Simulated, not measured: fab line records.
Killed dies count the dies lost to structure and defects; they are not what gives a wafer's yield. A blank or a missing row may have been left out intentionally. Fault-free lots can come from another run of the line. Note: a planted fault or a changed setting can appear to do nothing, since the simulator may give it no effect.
Matching of chambers    flow berkeley-cmos170    4 sister chambers for UCB170_V2_CMP_02 on cmp-02
The step polishes SiO2. 14 wafers are shown with their chamber, then 7 later ones without.

== EACH WAFER AND ITS CHAMBER ==
wafer   chamber  motor-current-A (A)
L801.2  1        14.7
L801.3  2        16.7
L801.4  0        13.6
L803.1  3        15.3
L803.3  0        13.6
L803.5  1        14.0
L806.2  2        18.1
L806.5  3        15.3
L806.6  0        14.0
L807.2  1        14.4
L807.3  3        15.1
L807.6  1        15.4
L813.1  1        15.7
L813.2  0        13.7

SIGNATURES, as means of the wafers listed above
reading          chamber 0  chamber 1  chamber 2  chamber 3  scatter within a chamber
motor-current-A  13.725     14.840     17.400     15.233     0.556
Rule: for each reading, subtract the chamber's mean from the wafer's reading, divide by that reading's scatter and square the result; add these up over the readings and take the root, which gives the wafer's distance from the chamber. If the next closest chamber is less than 2 further off than the closest, the wafer can't be placed; otherwise it belongs to the closest. How the scatter is found: for the shown wafers, subtract from each reading the mean of its chamber, square and add these, divide the total by (wafers less chambers), then take the root.

== WAFERS WITHOUT THEIR CHAMBER ==
wafer   motor-current-A (A)
L813.4  18.6
L811.1  15.6
L811.4  15.3
L811.6  14.2
L820.3  16.9
L820.4  15.8
L820.6  13.5

== CHAMBER TAKEN BY EACH ==
wafer   from the rows above           in truth
L813.4  2                             2
L811.1  can't be placed: 3 or 1       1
L811.4  can't be placed: 3 or 1       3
L811.6  can't be placed: 0 or 1 or 3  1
L820.3  2                             2
L820.4  can't be placed: 3 or 1 or 2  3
L820.6  0                             0
3 of 7 placed correctly. Not placeable from these rows: 4 (in 4, the candidates include the true chamber). Number placed wrongly: 0.
